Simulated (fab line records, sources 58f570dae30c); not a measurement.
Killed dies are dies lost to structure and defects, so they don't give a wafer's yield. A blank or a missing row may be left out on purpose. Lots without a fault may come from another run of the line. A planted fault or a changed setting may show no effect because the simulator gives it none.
A struck lot beside a sound one | flow berkeley_cmos170 | 18 steps out of a route of 331
Sound: wafers L514.2, L514.3, L514.5. Struck: wafers L526.2, L526.3, L526.6. The cause comes at the end.
At each step with rows: each side's tool, then ch and its chambers, then its first start. Under that, the readings that differ: sound wafers | struck wafers | difference of the means | sigmas: that difference in standard deviations of wafers without a fault.
alike: readings whose means differ by less than 2 such deviations, and words and numbers that are the same on both sides. not compared: withheld readings, readings that some wafer has no value for, bounds like >300 that may hide the same value, and numbers for which the record gives no deviation and whose values overlap.
The two part at a step that has a row with sigmas, a row that says differs or no value, or rows on one side only. Numbers that don't overlap but have no deviation are shown without sigmas and don't part them. A reading that every wafer of one side lacks parts them only if that side has two wafers or more.

first, 2 steps without rows for these wafers: UCB170_NVT_PEB_04; UCB170_NVT_DEVELOP_05 (develop time 45 s).
UCB170_NVT_OVL_MEAS_06:
  sound on overlay-01, day 5 18:29; struck on overlay-02, day 8 18:38
  alike: NVT_OVL
then, 1 step without rows for these wafers: UCB170_NVT_IMPLANT_07.
UCB170_NVT_STRIP_08: strips in O2.
  sound on plasma_asher-02 ch 0,1, day 5 18:40; struck on plasma_asher-01 ch 0,1, day 8 18:49
  alike: drypump_motor_current_A, oes_product_au, strip_time_to_endpoint_s
  not compared: rf_hours_counter_h
UCB170_NVT_TW_MEAS_09:
  sound on film_metro-01, day 5 18:46; struck on film_metro-03, day 8 18:56
  reading | sound       | struck      | difference | sigmas
  NVT_TW  | 522 524 520 | 530 531 529 | +8         | +2
then, 6 steps without rows for these wafers: UCB170_NVT_CLEAN_10 (cleans in SPM, time 600 s); UCB170_PVT_HMDS_00 (prime time 60 s); UCB170_PVT_COAT_01 (resist thk 900 nm); UCB170_PVT_SOFTBAKE_02 (time 60 s); UCB170_PVT_EXPOSE_03 (exposes mask NWELL, target cd 3000 nm); UCB170_PVT_PEB_04.
UCB170_PVT_DEVELOP_05: develop time 45 s.
  sound on litho_track-04 ch 0, day 5 21:00; struck on litho_track-01 ch 0, day 8 22:00
UCB170_PVT_OVL_MEAS_06:
  sound on overlay-01, day 5 21:16; struck on overlay-02, day 8 22:36
  alike: PVT_OVL
then, 1 step without rows for these wafers: UCB170_PVT_IMPLANT_07.
UCB170_PVT_STRIP_08: strips in O2.
  sound on plasma_asher-01 ch 0,1, day 5 21:31; struck on plasma_asher-01 ch 0, day 8 22:47
  alike: drypump_motor_current_A, oes_product_au, strip_time_to_endpoint_s
  not compared: rf_hours_counter_h
UCB170_PVT_TW_MEAS_09:
  sound on film_metro-04, day 5 21:38; struck on film_metro-03, day 8 22:56
  reading | sound       | struck   | difference | sigmas
  PVT_TW  | 506 505 506 | 31 31 31 | -475       | -75
then, 1 step without rows for these wafers: UCB170_GATE_WET_ETCH_00 (etches SiO2 in dHF, time 200 s).

WHERE THEY PART
First at UCB170_NVT_TW_MEAS_09; last, within this record, at UCB170_PVT_TW_MEAS_09.

WHY: what the simulator had put in
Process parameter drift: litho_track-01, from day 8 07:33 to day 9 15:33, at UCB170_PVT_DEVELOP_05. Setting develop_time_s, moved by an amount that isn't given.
